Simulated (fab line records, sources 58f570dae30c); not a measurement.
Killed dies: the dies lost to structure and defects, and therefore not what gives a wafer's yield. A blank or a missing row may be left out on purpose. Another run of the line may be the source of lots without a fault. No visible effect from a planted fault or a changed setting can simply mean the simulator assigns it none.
Matching of chambers -- flow berkeleyCmos170 -- UCB170_GATE_ETCH_15 on rieSi-01: 4 sister chambers
The step etches poly-Si in HBr/Cl2, stops on SiO2, time 56.3 s, target depth 278.2 nm. 4 wafers are shown with their chamber, then 8 later ones without.

## WAFERS, EACH WITH ITS CHAMBER
wafer,chamber,throttleValvePct (%)
L250.2,0,26.40
L256.1,1,26.84
L256.3,2,26.93
L259.2,3,26.47

## WAFERS MISSING THEIR CHAMBER
wafer,throttleValvePct (%)
L259.3,26.86
L259.5,26.84
L268.1,26.41
L268.3,26.91
L268.5,26.43
L267.2,26.44
L267.4,26.86
L267.5,26.46

## THE CHAMBER EACH PASSED THROUGH
wafer,from the rows above,in truth
L259.3,1,1
L259.5,1,1
L268.1,0,0
L268.3,2,2
L268.5,can't be placed: 0 or 3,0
L267.2,can't be placed: 3 or 0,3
L267.4,1,1
L267.5,3,3
6 of 8 placed correctly. Can't be placed from these rows: 2 (the true chamber is among the candidates in 2). 0 placed wrongly.
How it was worked out, from the rows above alone: a wafer's distance from a chamber is the root of the sum, over the readings, of the square of ((its reading less the chamber's mean) divided by the reading's scatter). If the next closest chamber is less than 2 further off than the closest, the wafer can't be placed; otherwise it belongs to the closest. A chamber's mean is the mean of its shown wafers. The scatter (one wafer shown for each chamber): square how far every hidden wafer sits from the nearest shown wafer, average those squares and take the square root.
